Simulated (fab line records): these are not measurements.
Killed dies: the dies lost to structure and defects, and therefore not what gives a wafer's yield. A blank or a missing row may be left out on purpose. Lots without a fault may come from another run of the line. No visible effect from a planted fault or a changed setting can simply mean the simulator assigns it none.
fab line records	flow rit_cmos	part 1 of 2: steps 1 to 35 of 49
record lots=5	wafers=15	last_day=6
route steps=202 shown FOX2@27 NWELL@28 PWELL@39 WELLDRIVE@50 NRETRO@53 PRETRO@64 GATE@75
lots with no fault: from the same line, run without faults
start_h: the number of hours between the record's first day and the start of the first shown wafer of the lot	wait_h: hours from the lot's prior step to this one	" the same as in the row above	L1.1+2: a row that stands for several wafers	- value missing, or start not given	* or withheld: withheld	< > ~ a bound
route shown NAME@n: a module of which the file shows steps, and the number in the route of the first	usual: mean/standard deviation of fault-free wafers	same: alike in all rows	chamber/n: place in a boat	sites: the reading at each site	_std_site: their standard deviation	_edge_site: the outer-site mean with the inner-site mean subtracted	radius_mm: for every site, how far away it sits from the centre of the wafer	mask NAME#n: copy n	behind: the tool/chamber that last shaped the wafer	hold: what put the lot on hold/how long, in hours/how the hold closed	device: the n, p or np transistor that did not switch	end of line: the same wafers' tests at the end of the route	step lacking rows: just its recipe	killed: the dies lost at the first sort to structure and to defects; this is not the yield of the wafer	map: shows each die of a wafer: x if killed, . if not, _ if none is there
set.NAME: the setting that was run; set.NAME@STEP: the one run at that earlier step	model.NAME: the simulator's own value behind a step, which no gauge read
lots seen at some steps along the route; tables by step, rows by wafer
services: a tool's chamber out of use, with start hour (start_h, from the record's first day; less than 0 if before it), hours out, and reason
## steps
# step RIT_FOX2_THK_MEAS_90
# recipe reads=SiO2_of_FOX2_OXIDATION_00
# usual FIELD_OXIDE_LEFT_1_THK=325/6.9
lot.wafer	tool	chamber	start_h	wait_h	FIELD_OXIDE_LEFT_1_THK[nm]
L077.3	film_metro-01	-	35.22	0.0	320
L077.4	"	-	"	"	316
L077.5	"	-	"	"	315
L078.1	film_metro-01	-	39.43	0.0	329
L078.4	"	-	"	"	326
L078.5	"	-	"	"	328
L080.1	film_metro-01	-	50.00	0.0	320
L080.4	"	-	"	"	316
L080.6	"	-	"	"	321
L081.1	film_metro-01	-	54.86	0.0	325
L081.4	"	-	"	"	318
L081.5	"	-	"	"	321
L092.1	film_metro-01	-	115.63	0.0	314
L092.3	"	-	"	"	316
L092.5	"	-	"	"	314
# step RIT_NWELL_HMDS_00
# recipe prime_time_s=60	prime_temp_c=140
lot.wafer	tool	chamber	start_h	wait_h
L077.3+4+5	litho_track-02	0	35.31	0.1
L078.1+4+5	litho_track-02	0	39.49	0.1
L080.1+4+6	litho_track-04	0	50.06	0.1
L081.1+4+5	litho_track-02	0	55.04	0.2
L092.1+3+5	litho_track-02	0	115.69	0.1
# step RIT_NWELL_COAT_01
# recipe resist=NOVOLAK	spin_rpm=2000	resist_thk_nm=1300
lot.wafer	tool	chamber	start_h	wait_h
L077.3+4+5	litho_track-02	0	35.46	0.1
L078.1+4+5	litho_track-02	0	39.64	0.1
L080.1+4+6	litho_track-04	0	50.21	0.1
L081.1+4+5	litho_track-02	0	55.19	0.1
L092.1+3+5	litho_track-02	0	115.84	0.1
# step RIT_NWELL_SOFTBAKE_02
# recipe resist=NOVOLAK	temp_c=90	time_s=60
lot.wafer	tool	chamber	start_h	wait_h
L077.3+4+5	litho_track-02	0	35.61	0.1
L078.1+4+5	litho_track-02	0	39.79	0.1
L080.1+4+6	litho_track-04	0	50.36	0.1
L081.1+4+5	litho_track-02	0	55.34	0.1
L092.1+3+5	litho_track-02	0	115.99	0.1
# step RIT_NWELL_EXPOSE_03
# recipe mask_id=M2	na=0.57	target_cd_nm=43900	dose_mj=250
lot.wafer	tool	chamber	start_h	wait_h	mask
L077.3+4+5	iline_stepper-01	0	35.75	0.1	M2#0
L078.1+4+5	iline_stepper-02	0	40.06	0.2	M2#0
L080.1+4+6	iline_stepper-02	0	50.63	0.2	M2#0
L081.1+4+5	iline_stepper-01	0	55.62	0.2	M2#0
L092.1+3+5	iline_stepper-01	0	116.14	0.1	M2#0
# step RIT_NWELL_PEB_04
# recipe resist=NOVOLAK	temp_c=withheld	time_s=withheld
lot.wafer	tool	chamber	start_h	wait_h
L077.3+4+5	litho_track-04	0	35.88	0.1
L078.1+4+5	litho_track-04	0	40.18	0.1
L080.1+4+6	litho_track-01	0	50.75	0.1
L081.1+4+5	litho_track-04	0	55.76	0.1
L092.1+3+5	litho_track-01	0	116.26	0.1
# step RIT_NWELL_DEVELOP_05
# recipe resist=NOVOLAK	develop_time_s=68	dev_temp_c=23
lot.wafer	tool	chamber	start_h	wait_h
L077.3+4+5	litho_track-04	0	-	-
L078.1+4+5	litho_track-04	0	-	-
L080.1+4+6	litho_track-01	0	-	-
L081.1+4+5	litho_track-04	0	-	-
L092.1+3+5	litho_track-01	0	-	-
# step RIT_NWELL_OVL_MEAS_06
# usual NWELL_OVL=1.3/1.3
lot.wafer	tool	chamber	start_h	wait_h	NWELL_OVL[nm]
L077.3	overlay-01	-	36.15	-	1.0
L077.4	"	-	"	"	-2.1
L077.5	"	-	"	"	-0.4
L078.1	overlay-02	-	40.49	-	1.0
L078.4	"	-	"	"	1.0
L078.5	"	-	"	"	2.0
L080.1	overlay-02	-	51.06	-	1.0
L080.4	"	-	"	"	-1.1
L080.6	"	-	"	"	1.5
L081.1	overlay-01	-	56.07	-	0.2
L081.4	"	-	"	"	2.2
L081.5	"	-	"	"	-0.1
L092.1	overlay-02	-	116.57	-	1.6
L092.3	"	-	"	"	2.6
L092.5	"	-	"	"	1.8
# step RIT_NWELL_HARDBAKE_07
# recipe resist=NOVOLAK	temp_c=140	time_s=120
lot.wafer	tool	chamber	start_h	wait_h
L077.3+4+5	litho_track-04	0	36.26	0.1
L078.1+4+5	litho_track-02	0	40.53	0.0
L080.1+4+6	litho_track-02	0	51.10	0.0
L081.1+4+5	litho_track-01	0	56.11	0.0
L092.1+3+5	litho_track-01	0	116.61	0.0
# step RIT_NWELL_IMPLANT_08
# recipe species=P	energy_kev=170	dose_cm2=5e+13	tilt_deg=7
# usual beam_on_s=10.00/0.2
lot.wafer	tool	chamber	start_h	wait_h	beam_on_s
L077.3	implanter-03	0	36.48	0.2	9.98
L077.4	"	0	"	"	10.17
L077.5	"	0	"	"	10.18
L078.1	implanter-03	0	40.78	0.2	10.22
L078.4	"	0	"	"	10.08
L078.5	"	0	"	"	10.09
L080.1	implanter-03	0	51.35	0.2	10.41
L080.4	"	0	"	"	10.13
L080.6	"	0	"	"	9.88
L081.1	implanter-02	0	56.36	0.2	10.01
L081.4	"	0	"	"	9.79
L081.5	"	0	"	"	9.61
L092.1	implanter-03	0	116.86	0.2	9.91
L092.3	"	0	"	"	9.91
L092.5	"	0	"	"	9.99
# step RIT_NWELL_STRIP_09
# recipe chemistry=O2	time_s=180	resist=NOVOLAK	platen_temp_c=withheld	power_w=500	pressure_mtorr=4000	o2_flow_sccm=4000
# usual chamber_pressure_mTorr=4000/3.5	drypump_motor_current_A=5.5/0.44	o2_flow_sccm=4001/13
lot.wafer	tool	chamber	start_h	wait_h	chamber_pressure_mTorr	drypump_motor_current_A	o2_flow_sccm	rf_hours_counter_h
L077.3	plasma_asher-04	0	36.63	0.1	3995	5.5	4003	-
L077.4	"	1	"	"	4002	5.0	3988	-
L077.5	"	1	"	"	4000	4.9	3989	-
L078.1	plasma_asher-01	1	40.93	0.1	4001	6.0	4014	40
L078.4	"	1	"	"	4002	6.0	4008	-
L078.5	"	0	"	"	4003	5.7	4019	-
L080.1	plasma_asher-04	1	51.50	0.1	3995	5.0	3982	43
L080.4	"	0	"	"	4001	5.5	4020	-
L080.6	"	1	"	"	4006	4.9	3997	-
L081.1	plasma_asher-04	0	56.51	0.1	4002	5.5	3997	43
L081.4	"	0	"	"	4005	5.5	3990	-
L081.5	"	0	"	"	3996	5.5	3993	-
L092.1	plasma_asher-04	1	117.01	0.1	3994	4.9	3995	50
L092.3	"	0	"	"	4000	5.5	3980	-
L092.5	"	1	"	"	4002	5.0	4006	-
# step RIT_NWELL_TW_MEAS_10
# usual NWELL_TW=2149/24
lot.wafer	tool	chamber	start_h	wait_h	NWELL_TW
L077.3	film_metro-01	-	36.77	0.1	2173
L077.4	"	-	"	"	2175
L077.5	"	-	"	"	2175
L078.1	film_metro-01	-	41.10	0.1	2187
L078.4	"	-	"	"	2184
L078.5	"	-	"	"	2178
L080.1	film_metro-01	-	51.67	0.1	2174
L080.4	"	-	"	"	2184
L080.6	"	-	"	"	2173
L081.1	film_metro-02	-	56.68	0.1	2117
L081.4	"	-	"	"	2112
L081.5	"	-	"	"	2116
L092.1	film_metro-04	-	117.18	0.1	2142
L092.3	"	-	"	"	2146
L092.5	"	-	"	"	2157
# step RIT_PWELL_HMDS_00
# recipe prime_time_s=60	prime_temp_c=140
lot.wafer	tool	chamber	start_h	wait_h
L077.3+4+5	litho_track-02	0	36.86	0.1
L078.1+4+5	litho_track-01	0	41.16	0.1
L080.1+4+6	litho_track-02	0	51.73	0.1
L081.1+4+5	litho_track-02	0	56.74	0.1
L092.1+3+5	litho_track-03	0	117.24	0.1
# step RIT_PWELL_COAT_01
# recipe resist=NOVOLAK	spin_rpm=2000	resist_thk_nm=1300
lot.wafer	tool	chamber	start_h	wait_h
L077.3+4+5	litho_track-02	0	37.01	0.1
L078.1+4+5	litho_track-01	0	41.31	0.1
L080.1+4+6	litho_track-02	0	51.88	0.1
L081.1+4+5	litho_track-02	0	56.89	0.1
L092.1+3+5	litho_track-03	0	117.39	0.1
# step RIT_PWELL_SOFTBAKE_02
# recipe resist=NOVOLAK	temp_c=90	time_s=60
lot.wafer	tool	chamber	start_h	wait_h
L077.3+4+5	litho_track-02	0	37.16	0.1
L078.1+4+5	litho_track-01	0	41.46	0.1
L080.1+4+6	litho_track-02	0	52.03	0.1
L081.1+4+5	litho_track-02	0	57.04	0.1
L092.1+3+5	litho_track-03	0	117.54	0.1
# step RIT_PWELL_EXPOSE_03
# recipe mask_id=M3	na=0.57	target_cd_nm=43700	dose_mj=250
lot.wafer	tool	chamber	start_h	wait_h	mask
L077.3+4+5	iline_stepper-02	0	37.42	0.2	M3#0
L078.1+4+5	iline_stepper-01	0	41.74	0.2	M3#0
L080.1+4+6	iline_stepper-02	0	52.31	0.2	M3#0
L081.1+4+5	iline_stepper-02	0	57.19	0.1	M3#0
L092.1+3+5	iline_stepper-02	0	117.82	0.2	M3#0
# step RIT_PWELL_PEB_04
# recipe resist=NOVOLAK	temp_c=withheld	time_s=withheld
lot.wafer	tool	chamber	start_h	wait_h
L077.3+4+5	litho_track-03	0	37.55	0.1
L078.1+4+5	litho_track-02	0	41.85	0.1
L080.1+4+6	litho_track-02	0	52.42	0.1
L081.1+4+5	litho_track-01	0	57.31	0.1
L092.1+3+5	litho_track-03	0	117.94	0.1
# step RIT_PWELL_DEVELOP_05
# recipe resist=NOVOLAK	develop_time_s=68	dev_temp_c=23
lot.wafer	tool	chamber	start_h	wait_h
L077.3+4+5	litho_track-03	0	-	-
L078.1+4+5	litho_track-02	0	-	-
L080.1+4+6	litho_track-02	0	-	-
L081.1+4+5	litho_track-01	0	-	-
L092.1+3+5	litho_track-03	0	-	-
# step RIT_PWELL_OVL_MEAS_06
# usual PWELL_OVL=-0.6/1.3
lot.wafer	tool	chamber	start_h	wait_h	PWELL_OVL[nm]
L077.3	overlay-02	-	37.83	-	-2.4
L077.4	"	-	"	"	-1.6
L077.5	"	-	"	"	-2.8
L078.1	overlay-02	-	42.17	-	-0.4
L078.4	"	-	"	"	-0.2
L078.5	"	-	"	"	0.3
L080.1	overlay-02	-	52.74	-	-2.3
L080.4	"	-	"	"	-2.9
L080.6	"	-	"	"	-3.8
L081.1	overlay-02	-	57.62	-	-0.5
L081.4	"	-	"	"	0.3
L081.5	"	-	"	"	-0.4
L092.1	overlay-02	-	118.25	-	-2.0
L092.3	"	-	"	"	-1.4
L092.5	"	-	"	"	-1.1
# step RIT_PWELL_HARDBAKE_07
# recipe resist=NOVOLAK	temp_c=140	time_s=120
lot.wafer	tool	chamber	start_h	wait_h
L077.3+4+5	litho_track-03	0	37.93	0.1
L078.1+4+5	litho_track-02	0	42.20	0.0
L080.1+4+6	litho_track-01	0	52.77	0.0
L081.1+4+5	litho_track-02	0	57.66	0.0
L092.1+3+5	litho_track-02	0	118.28	0.0
# step RIT_PWELL_IMPLANT_08
# recipe species=B	energy_kev=170	dose_cm2=7e+13	tilt_deg=7
# usual beam_on_s=9.98/0.22
lot.wafer	tool	chamber	start_h	wait_h	beam_on_s
L077.3	implanter-04	0	38.15	0.2	10.14
L077.4	"	0	"	"	9.64
L077.5	"	0	"	"	9.96
L078.1	implanter-02	0	42.45	0.2	9.84
L078.4	"	0	"	"	9.69
L078.5	"	0	"	"	9.81
L080.1	implanter-04	0	53.02	0.2	10.09
L080.4	"	0	"	"	9.70
L080.6	"	0	"	"	10.01
L081.1	implanter-02	0	57.91	0.2	10.28
L081.4	"	0	"	"	9.82
L081.5	"	0	"	"	9.87
L092.1	implanter-04	0	118.53	0.2	10.22
L092.3	"	0	"	"	9.76
L092.5	"	0	"	"	9.95
# step RIT_PWELL_STRIP_09
# recipe chemistry=O2	time_s=180	resist=NOVOLAK	platen_temp_c=withheld	power_w=518.6	pressure_mtorr=4000	o2_flow_sccm=4000
# usual chamber_pressure_mTorr=4000/3.5	drypump_motor_current_A=5.6/0.43	o2_flow_sccm=4000/13
lot.wafer	tool	chamber	start_h	wait_h	chamber_pressure_mTorr	drypump_motor_current_A	o2_flow_sccm	rf_hours_counter_h
L077.3	plasma_asher-03	0	38.31	0.1	4001	6.4	3990	-
L077.4	"	1	"	"	4003	5.1	3992	-
L077.5	"	0	"	"	4000	6.4	4000	-
L078.1	plasma_asher-02	1	42.60	0.1	3999	5.8	3989	39
L078.4	"	0	"	"	4000	5.8	4000	-
L078.5	"	1	"	"	3996	5.8	3992	-
L080.1	plasma_asher-02	0	53.17	0.1	4005	5.8	3985	40
L080.4	"	0	"	"	3997	5.8	4013	-
L080.6	"	1	"	"	3993	5.8	4006	-
L081.1	plasma_asher-04	1	58.06	0.1	3997	4.9	3990	44
L081.4	"	0	"	"	3998	5.5	4009	-
L081.5	"	0	"	"	3999	5.5	4021	-
L092.1	plasma_asher-04	0	118.68	0.1	3998	5.5	3996	50
L092.3	"	1	"	"	3999	5.0	4004	-
L092.5	"	1	"	"	4002	5.0	4013	-
# step RIT_PWELL_TW_MEAS_10
# usual PWELL_TW=956/8.1
lot.wafer	tool	chamber	start_h	wait_h	PWELL_TW
L077.3	film_metro-02	-	38.45	0.1	946
L077.4	"	-	"	"	940
L077.5	"	-	"	"	945
L078.1	film_metro-04	-	42.78	0.1	952
L078.4	"	-	"	"	957
L078.5	"	-	"	"	957
L080.1	film_metro-04	-	53.35	0.1	955
L080.4	"	-	"	"	954
L080.6	"	-	"	"	948
L081.1	film_metro-01	-	58.24	0.1	966
L081.4	"	-	"	"	963
L081.5	"	-	"	"	962
L092.1	film_metro-04	-	118.86	0.1	952
L092.3	"	-	"	"	950
L092.5	"	-	"	"	952
# step RIT_WELLDRIVE_ANNEAL_00
# recipe temp_c=1100	time_s=14700	ambient=N2
# usual spike_tc_centre_C=1102.8/1.9	zone_power_centre_pct=46.6/2.8
lot.wafer	tool	chamber	start_h	wait_h	spike_tc_centre_C	zone_power_centre_pct
L077.3	furnace-03	0	38.49	0.0	1104.9	49.9
L077.4	"	0	"	"	1104.7	50.5
L077.5	"	0	"	"	1106.4	49.7
L078.1	furnace-01	0	42.84	0.1	1101.8	44.0
L078.4	"	0	"	"	1102.4	43.3
L078.5	"	0	"	"	1102.1	44.2
L080.1	furnace-01	0	53.41	0.1	1101.7	44.1
L080.4	"	0	"	"	1102.6	43.5
L080.6	"	0	"	"	1102.4	44.2
L081.1	furnace-03	0	58.40	0.2	1105.4	50.2
L081.4	"	0	"	"	1104.4	49.7
L081.5	"	0	"	"	1106.7	50.1
L092.1	furnace-01	0	118.92	0.1	1100.5	44.4
L092.3	"	0	"	"	1102.1	44.1
L092.5	"	0	"	"	1101.8	43.8
# step RIT_WELLDRIVE_RS_MEAS_01
# recipe thk_meas_gauge=four-point-probe
# usual NWELL_RS=275.2/0.77
lot.wafer	tool	chamber	start_h	wait_h	NWELL_RS[ohm/sq]
L077.3	film_metro-02	-	43.61	0.0	276.1
L077.4	"	-	"	"	275.1
L077.5	"	-	"	"	275.9
L078.1	film_metro-04	-	47.92	0.0	275.4
L078.4	"	-	"	"	274.3
L078.5	"	-	"	"	275.0
L080.1	film_metro-02	-	58.49	0.0	274.6
L080.4	"	-	"	"	274.5
L080.6	"	-	"	"	274.3
L081.1	film_metro-04	-	63.48	0.0	275.7
L081.4	"	-	"	"	275.7
L081.5	"	-	"	"	275.3
L092.1	film_metro-04	-	124.00	0.0	275.4
L092.3	"	-	"	"	275.9
L092.5	"	-	"	"	275.1
# step RIT_WELLDRIVE_RS_MEAS_02
# recipe thk_meas_gauge=four-point-probe
# usual PWELL_RS=429.1/1.1
lot.wafer	tool	chamber	start_h	wait_h	PWELL_RS[ohm/sq]
L077.3	film_metro-02	-	43.73	0.1	429.1
L077.4	"	-	"	"	430.2
L077.5	"	-	"	"	430.2
L078.1	film_metro-04	-	48.04	0.1	427.1
L078.4	"	-	"	"	428.0
L078.5	"	-	"	"	427.2
L080.1	film_metro-02	-	58.61	0.1	430.4
L080.4	"	-	"	"	429.3
L080.6	"	-	"	"	429.8
L081.1	film_metro-04	-	63.60	0.1	428.2
L081.4	"	-	"	"	428.3
L081.5	"	-	"	"	428.1
L092.1	film_metro-04	-	124.12	0.1	428.3
L092.3	"	-	"	"	428.4
L092.5	"	-	"	"	427.4
# step RIT_NRETRO_HMDS_00
# recipe prime_time_s=60	prime_temp_c=140
lot.wafer	tool	chamber	start_h	wait_h
L077.3+4+5	litho_track-03	0	43.86	0.1
L078.1+4+5	litho_track-04	0	48.16	0.1
L080.1+4+6	litho_track-04	0	58.73	0.1
L081.1+4+5	litho_track-03	0	63.72	0.1
L092.1+3+5	litho_track-04	0	124.24	0.1
# step RIT_NRETRO_COAT_01
# recipe resist=NOVOLAK	spin_rpm=2000	resist_thk_nm=1300
lot.wafer	tool	chamber	start_h	wait_h
L077.3+4+5	litho_track-03	0	44.01	0.1
L078.1+4+5	litho_track-04	0	48.31	0.1
L080.1+4+6	litho_track-04	0	58.88	0.1
L081.1+4+5	litho_track-03	0	63.87	0.1
L092.1+3+5	litho_track-04	0	124.39	0.1
# step RIT_NRETRO_SOFTBAKE_02
# recipe resist=NOVOLAK	temp_c=90	time_s=60
lot.wafer	tool	chamber	start_h	wait_h
L077.3+4+5	litho_track-03	0	44.16	0.1
L078.1+4+5	litho_track-04	0	48.46	0.1
L080.1+4+6	litho_track-04	0	59.03	0.1
L081.1+4+5	litho_track-03	0	64.02	0.1
L092.1+3+5	litho_track-04	0	124.54	0.1
# step RIT_NRETRO_EXPOSE_03
# recipe mask_id=M4	na=0.57	target_cd_nm=43900	dose_mj=250
lot.wafer	tool	chamber	start_h	wait_h	mask
L077.3+4+5	iline_stepper-01	0	44.30	0.1	M4#0
L078.1+4+5	iline_stepper-01	0	48.61	0.1	M4#0
L080.1+4+6	iline_stepper-02	0	59.18	0.1	M4#0
L081.1+4+5	iline_stepper-01	0	64.30	0.2	M4#0
L092.1+3+5	iline_stepper-01	0	124.69	0.1	M4#0
# step RIT_NRETRO_PEB_04
# recipe resist=NOVOLAK	temp_c=withheld	time_s=withheld
lot.wafer	tool	chamber	start_h	wait_h
L077.3+4+5	litho_track-03	0	44.43	0.1
L078.1+4+5	litho_track-01	0	48.73	0.1
L080.1+4+6	litho_track-03	0	59.30	0.1
L081.1+4+5	litho_track-03	0	64.41	0.1
L092.1+3+5	litho_track-01	0	124.81	0.1
# step RIT_NRETRO_DEVELOP_05
# recipe resist=NOVOLAK	develop_time_s=68	dev_temp_c=23
lot.wafer	tool	chamber	start_h	wait_h
L077.3+4+5	litho_track-03	0	-	-
L078.1+4+5	litho_track-01	0	-	-
L080.1+4+6	litho_track-03	0	-	-
L081.1+4+5	litho_track-03	0	-	-
L092.1+3+5	litho_track-01	0	-	-
# step RIT_NRETRO_OVL_MEAS_06
# usual NRETRO_OVL=0.0/1.2
lot.wafer	tool	chamber	start_h	wait_h	NRETRO_OVL[nm]
L077.3	overlay-02	-	44.70	-	1.3
L077.4	"	-	"	"	0.5
L077.5	"	-	"	"	0.9
L078.1	overlay-01	-	49.04	-	1.3
L078.4	"	-	"	"	-0.3
L078.5	"	-	"	"	-0.8
L080.1	overlay-02	-	59.61	-	1.1
L080.4	"	-	"	"	0.4
L080.6	"	-	"	"	0.6
L081.1	overlay-01	-	64.73	-	2.3
L081.4	"	-	"	"	0.4
L081.5	"	-	"	"	-0.2
L092.1	overlay-01	-	125.12	-	-2.2
L092.3	"	-	"	"	0.4
L092.5	"	-	"	"	-1.5
# step RIT_NRETRO_HARDBAKE_07
# recipe resist=NOVOLAK	temp_c=140	time_s=120
lot.wafer	tool	chamber	start_h	wait_h
L077.3+4+5	litho_track-04	0	44.81	0.1
L078.1+4+5	litho_track-01	0	49.08	0.0
L080.1+4+6	litho_track-01	0	59.65	0.0
L081.1+4+5	litho_track-04	0	64.76	0.0
L092.1+3+5	litho_track-04	0	125.16	0.0
# step RIT_NRETRO_IMPLANT_08
# recipe species=P	energy_kev=70	dose_cm2=1.023e+13	tilt_deg=7
# usual beam_on_s=10.00/0.21
lot.wafer	tool	chamber	start_h	wait_h	beam_on_s
L077.3	implanter-04	0	45.03	0.2	9.94
L077.4	"	0	"	"	9.76
L077.5	"	0	"	"	9.66
L078.1	implanter-04	0	49.33	0.2	9.82
L078.4	"	0	"	"	10.04
L078.5	"	0	"	"	10.11
L080.1	implanter-04	0	59.90	0.2	10.00
L080.4	"	0	"	"	10.35
L080.6	"	0	"	"	9.70
L081.1	implanter-04	0	65.01	0.2	9.59
L081.4	"	0	"	"	9.97
L081.5	"	0	"	"	9.93
L092.1	implanter-03	0	125.41	0.2	9.37
L092.3	"	0	"	"	10.23
L092.5	"	0	"	"	9.81
